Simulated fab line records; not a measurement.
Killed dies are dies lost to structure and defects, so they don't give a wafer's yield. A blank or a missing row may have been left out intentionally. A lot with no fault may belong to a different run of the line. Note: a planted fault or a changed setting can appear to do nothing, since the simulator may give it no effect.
fab line records	flow berkeleyCmos170	part 1 of 2: steps 1 to 42 of 44
record lots=6	wafers=18	lastDay=11
route steps=331 shown M2@282 V2@292 M3@309
lots that met no fault: taken from a fault-free run of the same line
startH: hours from the record's opening day to when the first of the lot's shown wafers began	waitH: hours from the lot's prior step to this one	" the same as in the row above	L1.1+2: one row covering several wafers at once	- no value, or no start given	* or withheld: withheld	< > ~ a bound
route shown NAME@n: a module of which the file shows steps, and the number in the route of the first	usual: the fault-free wafers' mean and standard deviation	same: alike in all rows	chamber/n: place in a boat	sites: each site's reading	_std_site: the standard deviation of these	_edge_site: outer sites' mean less inner sites'	radiusMm: for every site, how far away it sits from the centre of the wafer	mask NAME#n: copy n	behind: the tool/chamber that last shaped the wafer	hold: what put the lot on hold/how long, in hours/how the hold closed	device: whichever transistor did not switch (one of n, p or np)	end of line: tests of these same wafers at the route's end	a step with no rows: only its recipe	killed: the dies lost at the first sort to structure and to defects; this is not the yield of the wafer	map: a wafer's dies, x killed, . not, _ none there
set.NAME: the setting as run; set.NAME@STEP: as run at that earlier step	model.NAME: the simulator's own value behind a step, which no gauge read
lots at selected steps of the route; one table per step, one row per wafer
services: a tool's chamber out of use, with start hour (startH, from the record's first day; less than 0 if before it), hours out, and reason
## steps
# step UCB170_M2_SOFTBAKE_11
# recipe resist=KrF	tempC=130	timeS=60
# step UCB170_M2_EXPOSE_12
# recipe maskId=METAL2	targetCdNm=700	na=0.5	sigmaOuter=0.6	sourceShape=conventional	doseMj=26
# step UCB170_M2_PEB_13
# recipe pebTempC=130	pebTimeS=withheld	resist=KrF
# step UCB170_M2_DEVELOP_14
# recipe developer=TMAH	developTimeS=45	resist=KrF	devTempC=21
# step UCB170_M2_CD_MEAS_15
# recipe targetCdNm=700
# usual cdNm=700.2/1.4
lot.wafer	tool	chamber	startH	waitH	cdNm
L846.1	cdSem-01	-	175.41	-	698.3
L846.2	"	-	"	"	699.0
L846.5	"	-	"	"	699.1
L847.2	cdSem-01	-	194.58	-	700.3
L847.5	"	-	"	"	699.4
L847.6	"	-	"	"	700.5
L850.2	cdSem-02	-	212.67	-	698.9
L850.5	"	-	"	"	698.9
L850.6	"	-	"	"	700.6
L852.1	cdSem-02	-	221.89	-	701.9
L852.3	"	-	"	"	702.5
L852.4	"	-	"	"	701.5
L853.4	cdSem-02	-	233.33	-	701.1
L853.5	"	-	"	"	701.0
L853.6	"	-	"	"	701.1
L855.2	cdSem-02	-	244.82	-	699.3
L855.3	"	-	"	"	700.9
L855.4	"	-	"	"	701.4
# step UCB170_M2_OVL_MEAS_16
# usual M2_OVL=1/7.2
lot.wafer	tool	chamber	startH	waitH	M2_OVL[nm]
L846.1	overlay-02	-	175.53	0.1	-10
L846.2	"	-	"	"	7
L846.5	"	-	"	"	-9
L847.2	overlay-02	-	194.68	0.1	-3
L847.5	"	-	"	"	8
L847.6	"	-	"	"	1
L850.2	overlay-02	-	212.78	0.1	16
L850.5	"	-	"	"	15
L850.6	"	-	"	"	22
L852.1	overlay-02	-	222.01	0.1	4
L852.3	"	-	"	"	-3
L852.4	"	-	"	"	0
L853.4	overlay-02	-	233.41	0.1	8
L853.5	"	-	"	"	3
L853.6	"	-	"	"	5
L855.2	overlay-02	-	244.93	0.1	5
L855.3	"	-	"	"	-8
L855.4	"	-	"	"	3
# step UCB170_M2_ETCH_17
# recipe chemistry=N2/H2	targetDepthA=withheld	overetchA=withheld	target=BARC	timeS=withheld	sourceW=500	biasW=100	pressureMtorr=30	n2FlowSccm=100	h2FlowSccm=200
# step UCB170_M2_METAL_ETCH_18
# recipe chemistry=Cl2/BCl3	target=Al	stopOn=SiO2	pressureMtorr=12	targetDepthA=11700	overEtchFrac=0.3	timeS=195	icpW=600	biasW=120	Cl2_flow_sccm=90	bcl3FlowSccm=45
# step UCB170_M2_STRIP_19
# recipe chemistry=O2	powerW=400	pressureMtorr=3500	platenTempC=withheld	o2FlowSccm=400	overashFraction=0.5
# usual drypumpMotorCurrentA=5.5/0.51	oesProductAu=0.539/0.011
lot.wafer	tool	chamber	startH	waitH	drypumpMotorCurrentA	oesProductAu	rfHoursCounterH
L846.1	plasmaAsher-01	0	175.79	0.1	5.3	0.544	45
L846.2	"	1	"	"	6.6	0.561	45
L846.5	"	0	"	"	5.3	0.548	-
L847.2	plasmaAsher-03	1	194.94	0.1	5.6	0.536	8
L847.5	"	0	"	"	5.6	0.543	-
L847.6	"	1	"	"	5.6	0.547	-
L850.2	plasmaAsher-01	0	213.04	0.1	5.2	0.545	48
L850.5	"	1	"	"	6.6	0.521	-
L850.6	"	0	"	"	5.2	0.549	-
L852.1	plasmaAsher-04	0	222.27	0.1	4.9	0.523	49
L852.3	"	1	"	"	5.4	0.545	-
L852.4	"	0	"	"	4.9	0.526	-
L853.4	plasmaAsher-01	0	233.69	0.1	5.2	0.526	-
L853.5	"	1	"	"	6.6	0.539	-
L853.6	"	0	"	"	5.3	0.542	-
L855.2	plasmaAsher-03	0	245.19	0.1	5.6	0.536	13
L855.3	"	1	"	"	5.6	0.536	-
L855.4	"	0	"	"	5.6	0.541	-
# step UCB170_M2_CD_MEAS_90
# recipe targetCdNm=700
# usual cdNm=700.1/2.4
lot.wafer	tool	chamber	startH	waitH	cdNm
L846.1	cdSem-01	-	175.89	0.1	700.3
L846.2	"	-	"	"	701.3
L846.5	"	-	"	"	700.2
L847.2	cdSem-02	-	195.06	0.1	697.7
L847.5	"	-	"	"	700.8
L847.6	"	-	"	"	702.2
L850.2	cdSem-01	-	213.16	0.1	700.0
L850.5	"	-	"	"	698.1
L850.6	"	-	"	"	700.4
L852.1	cdSem-02	-	222.41	0.1	701.5
L852.3	"	-	"	"	701.4
L852.4	"	-	"	"	701.0
L853.4	cdSem-02	-	233.82	0.1	696.4
L853.5	"	-	"	"	697.6
L853.6	"	-	"	"	701.0
L855.2	cdSem-02	-	245.31	0.1	699.8
L855.3	"	-	"	"	699.0
L855.4	"	-	"	"	702.8
# step UCB170_V2_CVD_00
# recipe material=SiO2	targetThkNm=2000	tempC=390	precursor=TEOS/O2	timeS=250	rfW=550	pressureMtorr=9000
# usual heaterPowerW=243/45	pressureMtorr=9000/18
# same timeS=250
lot.wafer	tool	chamber	startH	waitH	heaterPowerW	pressureMtorr	sinceWetCleanH
L846.1	pecvd-04	2	176.01	0.1	209	8993	362
L846.2	"	0	"	"	339	9002	362
L846.5	"	0	"	"	260	9025	-
L847.2	pecvd-03	0	195.16	0.1	253	9002	167
L847.5	"	2	"	"	199	8993	-
L847.6	"	0	"	"	194	9009	-
L850.2	pecvd-03	1	213.26	0.1	197	8992	185
L850.5	"	0	"	"	193	8989	-
L850.6	"	1	"	"	252	9006	-
L852.1	pecvd-02	0	222.53	0.1	270	8988	73
L852.3	"	2	"	"	281	8999	73
L852.4	"	2	"	"	207	9001	-
L853.4	pecvd-02	0	233.95	0.1	310	9014	-
L853.5	"	2	"	"	202	9001	-
L853.6	"	1	"	"	199	8993	-
L855.2	pecvd-02	0	245.41	0.1	227	8997	96
L855.3	"	1	"	"	234	9001	96
L855.4	"	0	"	"	305	9013	-
# step UCB170_V2_THK_MEAS_01
# recipe reads=SiO2_of_V2_CVD_00
# usual V2_TEOS_THK=1996/25
lot.wafer	tool	chamber	startH	waitH	V2_TEOS_THK[nm]
L846.1	filmMetro-02	-	176.17	0.1	1969
L846.2	"	-	"	"	1936
L846.5	"	-	"	"	1974
L847.2	filmMetro-02	-	195.33	0.1	1994
L847.5	"	-	"	"	2053
L847.6	"	-	"	"	2029
L850.2	filmMetro-02	-	213.55	0.2	2026
L850.5	"	-	"	"	2070
L850.6	"	-	"	"	2055
L852.1	filmMetro-02	-	222.70	0.1	1991
L852.3	"	-	"	"	2003
L852.4	"	-	"	"	1992
L853.4	filmMetro-01	-	234.06	0.0	1992
L853.5	"	-	"	"	2011
L853.6	"	-	"	"	2013
L855.2	filmMetro-04	-	245.57	0.1	1957
L855.3	"	-	"	"	1954
L855.4	"	-	"	"	1998
# step UCB170_V2_CMP_02
# recipe material=SiO2	downForcePsi=6	platenRpm=60	padVelocityMS=0.75398
# usual motorCurrentA=15.1/1.3
lot.wafer	tool	chamber	startH	waitH	motorCurrentA	model.SiO2_of_V2_CVD_00.thkNm
L846.2	cmp-01	0	176.23	0.0	14.9	999.4
L846.1	"	1	"	"	17.0	998
L846.5	"	1	"	"	17.5	999.4
L847.2	cmp-02	0	195.38	0.0	13.1	1002
L847.5	"	0	"	"	13.1	1001
L847.6	"	1	"	"	15.0	1001
L850.2	cmp-02	3	213.65	0.1	16.3	1075
L850.6	"	2	"	"	15.4	1075
L850.5	"	3	"	"	15.6	1076
L852.4	cmp-02	2	222.76	0.0	15.8	1076
L852.1	"	3	"	"	15.4	1076
L852.3	"	1	"	"	14.9	1076
L853.4	cmp-01	0	234.14	0.1	14.8	1001
L853.6	"	3	"	"	14.8	1002
L853.5	"	0	"	"	14.5	1000
L855.4	cmp-01	0	245.62	0.0	14.7	998.9
L855.2	"	2	"	"	14.9	1000
L855.3	"	3	"	"	14.4	1001
# step UCB170_V2_BOW_MEAS_03
# recipe mode=bow
# usual V2_BOW=37/7.1
lot.wafer	tool	chamber	startH	waitH	V2_BOW[um]
L846.1	filmMetro-02	-	176.53	0.2	33
L846.2	"	-	"	"	29
L846.5	"	-	"	"	35
L847.2	filmMetro-04	-	195.70	0.3	33
L847.5	"	-	"	"	31
L847.6	"	-	"	"	49
L850.2	filmMetro-02	-	213.92	0.2	46
L850.5	"	-	"	"	51
L850.6	"	-	"	"	45
L852.1	filmMetro-02	-	223.06	0.2	32
L852.3	"	-	"	"	40
L852.4	"	-	"	"	40
L853.4	filmMetro-02	-	234.45	0.3	42
L853.5	"	-	"	"	36
L853.6	"	-	"	"	34
L855.2	filmMetro-02	-	245.94	0.2	39
L855.3	"	-	"	"	29
L855.4	"	-	"	"	36
# step UCB170_V2_THK_MEAS_04
# recipe reads=SiO2_of_V2_CVD_00
# usual V2_POLISHED_THK=999.9/1.1
lot.wafer	tool	chamber	startH	waitH	V2_POLISHED_THK[nm]
L846.1	filmMetro-02	-	176.65	0.1	998.4
L846.2	"	-	"	"	1000.0
L846.5	"	-	"	"	998.7
L847.2	filmMetro-04	-	195.81	0.1	1001.8
L847.5	"	-	"	"	1001.3
L847.6	"	-	"	"	1000.3
L850.2	filmMetro-02	-	214.03	0.1	1075.0
L850.5	"	-	"	"	1075.7
L850.6	"	-	"	"	1075.0
L852.1	filmMetro-02	-	223.18	0.1	1076.1
L852.3	"	-	"	"	1075.6
L852.4	"	-	"	"	1075.8
L853.4	filmMetro-02	-	234.54	0.1	1000.9
L853.5	"	-	"	"	1000.1
L853.6	"	-	"	"	1002.8
L855.2	filmMetro-02	-	246.05	0.1	999.3
L855.3	"	-	"	"	1000.4
L855.4	"	-	"	"	997.5
# step UCB170_V2_CLEAN_05
# recipe chemistry=DIW
# step UCB170_V2_HMDS_06
# recipe primeTimeS=60	primeTempC=100
# step UCB170_V2_COAT_07
# recipe resist=KrF	spinRpm=1500	resistThkNm=900
# step UCB170_V2_SOFTBAKE_08
# recipe resist=KrF	tempC=130	timeS=60
# step UCB170_V2_EXPOSE_09
# recipe maskId=VIA2	targetCdNm=700	na=0.5	sigmaOuter=0.6	sourceShape=conventional	doseMj=37
# step UCB170_V2_PEB_10
# recipe pebTempC=130	pebTimeS=withheld	resist=KrF
# step UCB170_V2_DEVELOP_11
# recipe developer=TMAH	developTimeS=45	resist=KrF	devTempC=21
# step UCB170_V2_CD_MEAS_12
# recipe targetCdNm=700
# usual cdNm=700.0/1.2
lot.wafer	tool	chamber	startH	waitH	cdNm
L846.1	cdSem-01	-	177.88	-	700.1
L846.2	"	-	"	"	698.5
L846.5	"	-	"	"	699.0
L847.2	cdSem-01	-	197.02	-	699.7
L847.5	"	-	"	"	698.8
L847.6	"	-	"	"	699.4
L850.2	cdSem-02	-	217.64	-	700.0
L850.5	"	-	"	"	700.8
L850.6	"	-	"	"	699.3
L852.1	cdSem-01	-	224.99	-	699.4
L852.3	"	-	"	"	698.1
L852.4	"	-	"	"	700.1
L853.4	cdSem-01	-	236.17	-	702.5
L853.5	"	-	"	"	701.8
L853.6	"	-	"	"	701.4
L855.2	cdSem-01	-	247.47	-	700.5
L855.3	"	-	"	"	699.4
L855.4	"	-	"	"	698.9
# step UCB170_V2_OVL_MEAS_13
# usual V2_OVL=1/5.8
lot.wafer	tool	chamber	startH	waitH	V2_OVL[nm]
L846.1	overlay-01	-	178.00	0.1	0
L846.2	"	-	"	"	0
L846.5	"	-	"	"	4
L847.2	overlay-01	-	197.13	0.1	3
L847.5	"	-	"	"	6
L847.6	"	-	"	"	5
L850.2	overlay-02	-	217.75	0.1	-9
L850.5	"	-	"	"	-3
L850.6	"	-	"	"	5
L852.1	overlay-01	-	225.11	0.1	-2
L852.3	"	-	"	"	-1
L852.4	"	-	"	"	0
L853.4	overlay-02	-	236.25	0.1	-9
L853.5	"	-	"	"	-4
L853.6	"	-	"	"	2
L855.2	overlay-01	-	247.57	0.1	-10
L855.3	"	-	"	"	-12
L855.4	"	-	"	"	1
# step UCB170_V2_ETCH_14
# recipe chemistry=CHF3/CF4/Ar	target=SiO2	stopOn=Al	CHF3_flow_sccm=45	cf4FlowSccm=15	Ar_flow_sccm=150	pressureMtorr=200	rfW=700	targetDepthA=12500	overEtchFrac=0.25	timeS=291
# usual drypumpMotorCurrentA=6.0/0.42	oesProductAu=0.867/0.014	throttleValvePct=6.94/0.13
# same timeS=291
lot.wafer	tool	chamber	startH	waitH	drypumpMotorCurrentA	oesProductAu	rfHoursCounterH	throttleValvePct	model.etch.depthNm	model.V2.featureDepthNm
L846.1	rieDiel-03	0	178.04	0.0	5.8	0.903	138	7.01	998	998
L846.2	"	2	"	"	6.2	0.884	152	7.07	999.4	999.4
L846.5	"	3	"	"	5.3	0.861	-	6.96	999.4	999.5
L847.2	rieDiel-01	0	197.16	0.0	5.7	0.858	118	7.14	1002	1002
L847.5	"	1	"	"	5.8	0.881	-	6.92	1001	1001
L847.6	"	0	"	"	5.7	0.851	-	7.14	1001	1001
L850.2	rieDiel-02	1	217.78	0.0	6.5	0.888	112	6.81	1075	1075
L850.5	"	3	"	"	6.0	0.878	-	6.74	1076	1076
L850.6	"	2	"	"	5.5	0.901	-	7.13	1075	1075
L852.1	rieDiel-02	1	225.15	0.0	6.5	0.889	112	6.82	1076	1076
L852.3	"	2	"	"	5.5	0.899	131	7.13	1076	1076
L852.4	"	0	"	"	6.5	0.914	76	6.92	1076	1076
L853.4	rieDiel-01	1	236.26	0.0	5.8	0.868	24	6.91	1001	1001
L853.5	"	0	"	"	5.7	0.862	-	7.14	1000	1000
L853.6	"	1	"	"	5.8	0.876	-	6.90	1002	1002
L855.2	rieDiel-03	1	247.60	0.0	5.4	0.888	41	7.01	1000	1000
L855.3	"	2	"	"	6.2	0.876	2	7.07	1001	1001
L855.4	"	2	"	"	6.2	0.882	-	7.08	998.9	998.9
# step UCB170_V2_STRIP_15
# recipe chemistry=O2	powerW=400	pressureMtorr=3500	platenTempC=withheld	o2FlowSccm=400	overashFraction=0.5
# usual drypumpMotorCurrentA=5.8/0.46	oesProductAu=0.722/0.0045	stripTimeToEndpointS=15.32/0.11
lot.wafer	tool	chamber	startH	waitH	drypumpMotorCurrentA	oesProductAu	rfHoursCounterH	stripTimeToEndpointS
L846.1	plasmaAsher-03	0	178.22	0.1	5.6	0.723	7	15.21
L846.2	"	1	"	"	5.6	0.715	7	15.05
L846.5	"	1	"	"	5.6	0.720	-	15.10
L847.2	plasmaAsher-03	0	197.33	0.1	5.6	0.719	8	15.51
L847.5	"	0	"	"	5.6	0.727	-	15.36
L847.6	"	1	"	"	5.6	0.723	-	15.56
L850.2	plasmaAsher-02	1	217.96	0.1	5.8	0.718	51	15.20
L850.5	"	0	"	"	6.3	0.715	-	15.26
L850.6	"	1	"	"	5.8	0.723	-	15.34
L852.1	plasmaAsher-01	1	225.33	0.1	6.6	0.723	50	15.20
L852.3	"	1	"	"	6.6	0.722	-	15.43
L852.4	"	0	"	"	5.2	0.722	-	15.31
L853.4	plasmaAsher-03	0	236.48	0.1	5.6	0.722	-	15.30
L853.5	"	1	"	"	5.6	0.723	-	15.43
L853.6	"	0	"	"	5.6	0.723	-	15.36
L855.2	plasmaAsher-01	1	247.78	0.1	6.6	0.717	52	15.31
L855.3	"	0	"	"	5.2	0.716	-	15.32
L855.4	"	1	"	"	6.6	0.723	-	15.37
# step UCB170_V2_CD_MEAS_90
# recipe targetCdNm=700
# usual cdNm=699.9/1.4
lot.wafer	tool	chamber	startH	waitH	cdNm
L846.1	cdSem-02	-	178.32	0.1	699.6
L846.2	"	-	"	"	697.8
L846.5	"	-	"	"	698.5
L847.2	cdSem-02	-	197.45	0.1	699.9
L847.5	"	-	"	"	699.4
L847.6	"	-	"	"	699.4
L850.2	cdSem-01	-	218.08	0.1	701.5
L850.5	"	-	"	"	700.8
L850.6	"	-	"	"	700.4
L852.1	cdSem-01	-	225.43	0.1	699.6
L852.3	"	-	"	"	698.2
L852.4	"	-	"	"	700.1
L853.4	cdSem-02	-	236.60	0.1	703.0
L853.5	"	-	"	"	701.4
L853.6	"	-	"	"	702.1
L855.2	cdSem-01	-	247.90	0.1	700.4
L855.3	"	-	"	"	699.6
L855.4	"	-	"	"	698.7
# step UCB170_M3_PRE_CLEAN_00
# recipe gas=Ar	precleanEtchTimeS=60
# step UCB170_M3_SPUTTER_01
# recipe material=Al	targetThkNm=900	timeS=120	powerW=6000	chamberPressurePa=0.5
# usual throttleValvePct=29.3/1.1
# same timeS=120
lot.wafer	tool	chamber	startH	waitH	throttleValvePct
L846.1	pvdSputter-01	-	178.51	0.0	29.2
L846.2	"	-	"	"	30.4
L846.5	"	-	"	"	30.5
L847.2	pvdSputter-03	-	197.62	0.0	28.3
L847.5	"	-	"	"	27.6
L847.6	"	-	"	"	27.2
L850.2	pvdSputter-02	-	218.25	0.0	30.0
L850.5	"	-	"	"	29.8
L850.6	"	-	"	"	30.8
L852.1	pvdSputter-02	-	225.62	0.0	30.0
L852.3	"	-	"	"	30.2
L852.4	"	-	"	"	29.9
L853.4	pvdSputter-01	-	236.73	0.0	29.3
L853.5	"	-	"	"	30.6
L853.6	"	-	"	"	30.6
L855.2	pvdSputter-03	-	248.07	0.0	27.5
L855.3	"	-	"	"	28.7
L855.4	"	-	"	"	28.1
# step UCB170_M3_RS_MEAS_02
# recipe thkMeasGauge=four-point-probe	reads=Al_of_M3_SPUTTER_01
# usual M3_AL_RS=0.0320/0.00035
lot.wafer	tool	chamber	startH	waitH	M3_AL_RS[ohm/sq]
L846.1	filmMetro-03	-	178.59	0.0	0.0320
L846.2	"	-	"	"	0.0317
L846.5	"	-	"	"	0.0322
L847.2	filmMetro-01	-	197.72	0.1	0.0322
L847.5	"	-	"	"	0.0322
L847.6	"	-	"	"	0.0322
L850.2	filmMetro-03	-	218.36	0.1	0.0321
L850.5	"	-	"	"	0.0319
L850.6	"	-	"	"	0.0321
L852.1	filmMetro-03	-	225.71	0.0	0.0320
L852.3	"	-	"	"	0.0321
L852.4	"	-	"	"	0.0322
L853.4	filmMetro-01	-	236.87	0.1	0.0325
L853.5	"	-	"	"	0.0322
L853.6	"	-	"	"	0.0325
L855.2	filmMetro-03	-	248.19	0.1	0.0317
L855.3	"	-	"	"	0.0318
L855.4	"	-	"	"	0.0317
# step UCB170_M3_THK_MEAS_03
# recipe thkMeasGauge=xrf	reads=Al_of_M3_SPUTTER_01
# usual M3_AL_THK=913/10
lot.wafer	tool	chamber	startH	waitH	M3_AL_THK[nm]
L846.1	filmMetro-03	-	178.71	0.1	909
L846.2	"	-	"	"	922
L846.5	"	-	"	"	909
L847.2	filmMetro-01	-	197.83	0.1	916
L847.5	"	-	"	"	911
L847.6	"	-	"	"	910
L850.2	filmMetro-03	-	218.47	0.1	904
L850.5	"	-	"	"	915
L850.6	"	-	"	"	915
L852.1	filmMetro-03	-	225.83	0.1	915
L852.3	"	-	"	"	911
L852.4	"	-	"	"	906
L853.4	filmMetro-01	-	236.96	0.1	907
L853.5	"	-	"	"	906
L853.6	"	-	"	"	904
L855.2	filmMetro-03	-	248.30	0.1	921
L855.3	"	-	"	"	917
L855.4	"	-	"	"	917
# step UCB170_M3_HMDS_04
# recipe primeTimeS=60	primeTempC=100.3
# step UCB170_M3_COAT_05
# recipe resist=KrF	spinRpm=1500	resistThkNm=900
# step UCB170_M3_SOFTBAKE_06
# recipe resist=KrF	tempC=130	timeS=60
# step UCB170_M3_STRIP_07
# recipe chemistry=O2	powerW=400	pressureMtorr=3500	platenTempC=withheld	o2FlowSccm=400	overashFraction=0.5
# usual drypumpMotorCurrentA=5.6/0.58	oesProductAu=0.735/0.0045	stripTimeToEndpointS=21.98/0.062
lot.wafer	tool	chamber	startH	waitH	drypumpMotorCurrentA	oesProductAu	rfHoursCounterH	stripTimeToEndpointS
L846.1	plasmaAsher-04	1	179.22	0.1	5.4	0.734	46	21.97
L846.2	"	0	"	"	4.9	0.739	46	21.92
L846.5	"	0	"	"	4.9	0.731	-	21.98
L847.2	plasmaAsher-04	1	198.33	0.1	5.4	0.726	47	21.88
L847.5	"	0	"	"	4.9	0.732	-	21.88
L847.6	"	1	"	"	5.4	0.741	-	21.94
L850.2	plasmaAsher-02	1	218.97	0.1	5.8	0.730	51	21.96
L850.5	"	0	"	"	6.3	0.734	-	21.95
L850.6	"	1	"	"	5.8	0.730	-	21.92
L852.1	plasmaAsher-04	0	226.34	0.1	4.9	0.731	50	21.94
L852.3	"	1	"	"	5.3	0.739	-	21.94
L852.4	"	0	"	"	4.9	0.729	-	21.98
L853.4	plasmaAsher-01	0	237.59	0.1	5.3	0.739	-	21.89
L853.5	"	0	"	"	5.2	0.733	-	21.95
L853.6	"	1	"	"	6.6	0.735	-	21.89
L855.2	plasmaAsher-02	1	248.95	0.1	5.8	0.738	55	22.15
L855.3	"	1	"	"	5.8	0.740	-	22.05
L855.4	"	0	"	"	6.4	0.735	-	22.04
# step UCB170_M3_STRIP_08
# recipe chemistry=DMSO	tempC=80	timeS=600	material=KrF
# step UCB170_M3_COAT_09
# recipe resist=BARC	tempC=withheld	timeS=withheld	spinRpm=3000	resistThkNm=withheld
# step UCB170_M3_COAT_10
# recipe resist=KrF	spinRpm=1500	resistThkNm=900
# step UCB170_M3_SOFTBAKE_11
# recipe resist=KrF	tempC=130	timeS=60
# step UCB170_M3_EXPOSE_12
# recipe maskId=METAL3	targetCdNm=700	na=0.5	sigmaOuter=0.6	sourceShape=conventional	doseMj=26
# step UCB170_M3_PEB_13
# recipe pebTempC=130	pebTimeS=withheld	resist=KrF
# step UCB170_M3_DEVELOP_14
# recipe developer=TMAH	developTimeS=45	resist=KrF	devTempC=21
## key
firstSign step=UCB170_V2_THK_MEAS_04	reading=V2_POLISHED_THK	direction=up	sigmas=68	usual=999.9	struck=1075.5
effect none on later readings
modelEffect step=UCB170_V2_CMP_02	value=SiO2_of_V2_CVD_00.thkNm	without=1001	struck=1076
modelEffect step=UCB170_V2_ETCH_14	value=etch.depthNm	without=1001	struck=1076
modelEffect step=UCB170_M3_METAL_ETCH_18	value=SiO2_of_V2_CVD_00.thkNm	without=939.5	struck=1015
metAt UCB170_V2_CMP_02
struckWafers L850.2,L850.5,L850.6,L852.1,L852.3,L852.4
onsetBetween 195.38 213.65
fault kind=processParameterDrift	tool=cmp-02	chamber=-	onsetH=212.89	steps=UCB170_V2_CMP_02	channel=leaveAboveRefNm	offset=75	shape=step	endH=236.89	actsIn=theseRecipesOnly	stated=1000
